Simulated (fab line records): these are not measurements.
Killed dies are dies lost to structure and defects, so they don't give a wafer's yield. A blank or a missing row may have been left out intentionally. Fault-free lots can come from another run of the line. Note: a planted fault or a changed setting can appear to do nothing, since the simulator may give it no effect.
A sampling plan put to the test ; flow berkeleyCmos170 ; one fab line, 14 faults that these records tell of, each judged on the records of the lots that it struck
What counts as the plan is the set of the line's own looks, namely the steps on the route at which a gauge or an inspection reads a wafer and does not change it. A look can be judged if struck wafers have a number there and the file gives its usual mean and standard deviation on fault-free wafers. Caught: 4 or more of those standard deviations (sigma) separate the usual mean from the mean of the struck wafers at a look after the fault's first step. On the tool: the same test on the tool's own readings at the fault's steps. Another recipe on the struck wafers, or a record that is blank for them alone, also counts as caught.

THE FAULTS, as the simulator had put them in
1. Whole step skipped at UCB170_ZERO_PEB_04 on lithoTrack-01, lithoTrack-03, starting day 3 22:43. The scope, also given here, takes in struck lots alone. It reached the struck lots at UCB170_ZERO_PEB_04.
2. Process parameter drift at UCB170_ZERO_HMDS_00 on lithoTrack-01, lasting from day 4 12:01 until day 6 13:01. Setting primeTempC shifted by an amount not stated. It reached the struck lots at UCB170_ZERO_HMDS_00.
3. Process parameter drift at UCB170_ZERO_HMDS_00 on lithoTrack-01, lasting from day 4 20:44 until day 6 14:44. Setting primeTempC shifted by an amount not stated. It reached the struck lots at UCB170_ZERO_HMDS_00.
4. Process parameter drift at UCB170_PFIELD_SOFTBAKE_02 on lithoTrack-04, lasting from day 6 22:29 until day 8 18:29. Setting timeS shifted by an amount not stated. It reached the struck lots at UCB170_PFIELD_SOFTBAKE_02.
5. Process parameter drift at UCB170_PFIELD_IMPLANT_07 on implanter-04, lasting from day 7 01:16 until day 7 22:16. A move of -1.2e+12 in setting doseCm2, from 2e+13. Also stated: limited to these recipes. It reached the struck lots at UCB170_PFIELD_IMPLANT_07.
6. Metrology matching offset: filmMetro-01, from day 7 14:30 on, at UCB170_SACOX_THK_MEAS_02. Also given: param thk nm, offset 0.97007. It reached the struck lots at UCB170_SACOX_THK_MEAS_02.
7. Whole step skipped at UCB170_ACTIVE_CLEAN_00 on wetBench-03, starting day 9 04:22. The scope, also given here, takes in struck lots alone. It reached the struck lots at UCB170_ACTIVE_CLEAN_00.
8. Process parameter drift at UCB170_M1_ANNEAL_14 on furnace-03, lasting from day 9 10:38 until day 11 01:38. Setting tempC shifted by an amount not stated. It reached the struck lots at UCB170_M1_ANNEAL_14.
9. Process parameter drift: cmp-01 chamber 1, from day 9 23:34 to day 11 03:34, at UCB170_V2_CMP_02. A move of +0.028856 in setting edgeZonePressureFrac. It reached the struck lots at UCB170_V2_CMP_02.
10. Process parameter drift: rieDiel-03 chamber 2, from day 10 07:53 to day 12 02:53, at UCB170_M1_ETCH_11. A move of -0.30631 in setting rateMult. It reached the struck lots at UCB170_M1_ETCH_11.
11. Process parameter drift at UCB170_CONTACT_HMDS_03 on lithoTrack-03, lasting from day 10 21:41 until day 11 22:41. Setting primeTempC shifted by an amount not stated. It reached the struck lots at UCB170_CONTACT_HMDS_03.
12. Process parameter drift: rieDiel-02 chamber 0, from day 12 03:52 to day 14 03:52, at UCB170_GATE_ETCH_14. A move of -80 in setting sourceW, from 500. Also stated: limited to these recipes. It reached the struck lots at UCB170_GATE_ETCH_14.
13. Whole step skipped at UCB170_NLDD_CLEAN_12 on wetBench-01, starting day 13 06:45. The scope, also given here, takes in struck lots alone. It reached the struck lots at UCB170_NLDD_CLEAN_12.
14. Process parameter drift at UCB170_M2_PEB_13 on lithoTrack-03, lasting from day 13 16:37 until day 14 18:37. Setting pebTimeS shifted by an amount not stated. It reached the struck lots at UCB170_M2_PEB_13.

WHAT THE PLAN SAW
fault;on the tool itself;first look that catches it;reading, sigma;median hours from its first step to that look;hours from the fault's start to the first struck lot there;judged looks passed uncaught
1;the tool's record is blank for the struck wafers;no look after it can be judged;-;-;-;0
2;primeTempC +46 sigma;none of the 2 looks that can be judged after it;-;-;-;2
3;primeTempC -20 sigma;no look after it can be judged;-;-;-;0
4;heaterPowerTotalW +37 sigma;not the one look that can be judged after it;-;-;-;1
5;doseIonsCm2 -52 sigma;none of the 2 looks that can be judged after it;-;-;-;2
6;SACOX_OXIDE_THK +4.4 sigma;no look after it can be judged;-;-;-;0
7;the tool's record is blank for the struck wafers;no look after it can be judged;-;-;-;0
8;tubeCenterTempC -99 or beyond sigma;no look after it can be judged;-;-;-;0
9;edgeZonePressureFrac +6.7 sigma;no look after it can be judged;-;-;-;0
10;oesProductAu -8.9 sigma;no look after it can be judged;-;-;-;0
11;primeTempC +9.1 sigma;not the one look that can be judged after it;-;-;-;1
12;rfFwdPowerW -36 sigma;no look after it can be judged;-;-;-;0
13;the tool's record is blank for the struck wafers;not the one look that can be judged after it;-;-;-;1
14;heaterPowerTotalW +19 sigma;none of the 2 looks that can be judged after it;-;-;-;2
A dash: the fault is not caught, or the number is missing from these records.

Caught at a look: 0 of 14. Caught on the tool: 14 of 14. By one or the other: 14 of 14.
Faults caught by the tool alone: 1, 2, 3, 4, 5, 6, 7, 8, 9, 10, 11, 12, 13, 14.
